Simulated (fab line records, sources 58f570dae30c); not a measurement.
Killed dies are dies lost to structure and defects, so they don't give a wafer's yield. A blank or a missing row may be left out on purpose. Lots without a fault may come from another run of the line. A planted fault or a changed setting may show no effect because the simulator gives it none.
Problem report in the 8D (eight disciplines) form, filled by code | flow berkeley_cmos170 | the parts of the form that need people (team, actions taken, sign-off) are left out

1. THE PROBLEM
GATE_POLY_THK at UCB170_GATE_THK_MEAS_05 reads a mean of 230.7 nm on 9 wafers of 3 lots; wafers without a fault read 214.0 nm with a standard deviation of 1.6. That is +10 standard deviations from the usual mean.
First seen on wafer L841.1, day 10 19:26, on film_metro-04. The record holds 45 wafers of 15 lots with a number at this step. Rule for "out", or "out of limits": more than 4 standard deviations from the usual mean. The other wafers with a number count as sound.

2. WHAT IT IS AND WHAT IT IS NOT
question                    | is                           | is not
which readings at this step | GATE_POLY_THK                | -
which lots                  | L841, L842, L843             | L824, L825, L828, L829, L830, L832, L833, L835, L837, L838, L839, L846
which wafers of those lots  | all that have a number       | -
read on which gauges        | film_metro-02, film_metro-04 | film_metro-01
when                        | from day 10 19:26            | up to then (33 sound wafers); but 3 sound wafers of L846 came after

3. SUSPECTS, AND WHAT RULES EACH OUT
Counting: a tool at a process step up to the reading stays a suspect if it ran every lot that is out and no sound lot after the first of them.
- the gauge at UCB170_GATE_THK_MEAS_05: ruled out. The wafers that are out were read on 2 gauges (film_metro-02, film_metro-04).
- lpcvd-01 at UCB170_GATE_CVD_04 (deposits poly-Si from SiH4, time 1440 s, target thk 214 nm): kept. It ran every lot that is out, first L841 (day 10 18:02), and no sound lot after that; its last sound lot up to then is L832 (day 8 17:33).
Left after counting: lpcvd-01 at UCB170_GATE_CVD_04.

4. THE CAUSE (what the simulator had put in)
Process parameter drift: lpcvd-01, from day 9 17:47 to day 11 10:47, at UCB170_GATE_CVD_04. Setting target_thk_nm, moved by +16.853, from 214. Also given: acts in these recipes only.
Counting left only this tool.

5. THE CHAIN OF EFFECTS, in route order
Each row: a reading whose mean over the struck wafers that have a number lies more than 3 standard deviations from the usual. Only readings for which the record gives a usual standard deviation are gone through. hours: the time from each lot's start at the first step in this table that gives one to its start at this step, as a median over the lots. sigmas: the change in usual standard deviations.
hours | step                    | reading        | usual      | on struck wafers | change | sigmas
0     | UCB170_GATE_THK_MEAS_05 | GATE_POLY_THK  | 214.0 nm   | 230.7            | +16.7  | +10
1     | UCB170_GATE_ETCH_15     | oes_product_au | 0.833 a.u. | 0.877            | +0.044 | +4.5
The process steps in it:
- UCB170_GATE_ETCH_15: etches poly-Si in HBr/Cl2, stops on SiO2, time 56.3 s, target depth 278.2 nm.
Later measuring or inspecting steps at which every struck wafer that the step has a row for has a number for every such reading, and none has moved that far: UCB170_PLDD_CD_MEAS_06.

6. WHAT WOULD HAVE CAUGHT IT SOONER
In this record the first reading out of limits at a measuring or inspecting step was taken at day 10 19:26, 26 hours after the fault began at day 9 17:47.
Of the tool readings at UCB170_GATE_CVD_04 for which the record gives a usual standard deviation, none was out on any struck wafer, so an alarm limit of 4 standard deviations on them would not have fired.
Of the lots that are out (3), L843 began UCB170_GATE_CVD_04 on lpcvd-01 after day 10 19:26. A hold on the tool at that time would have spared it.
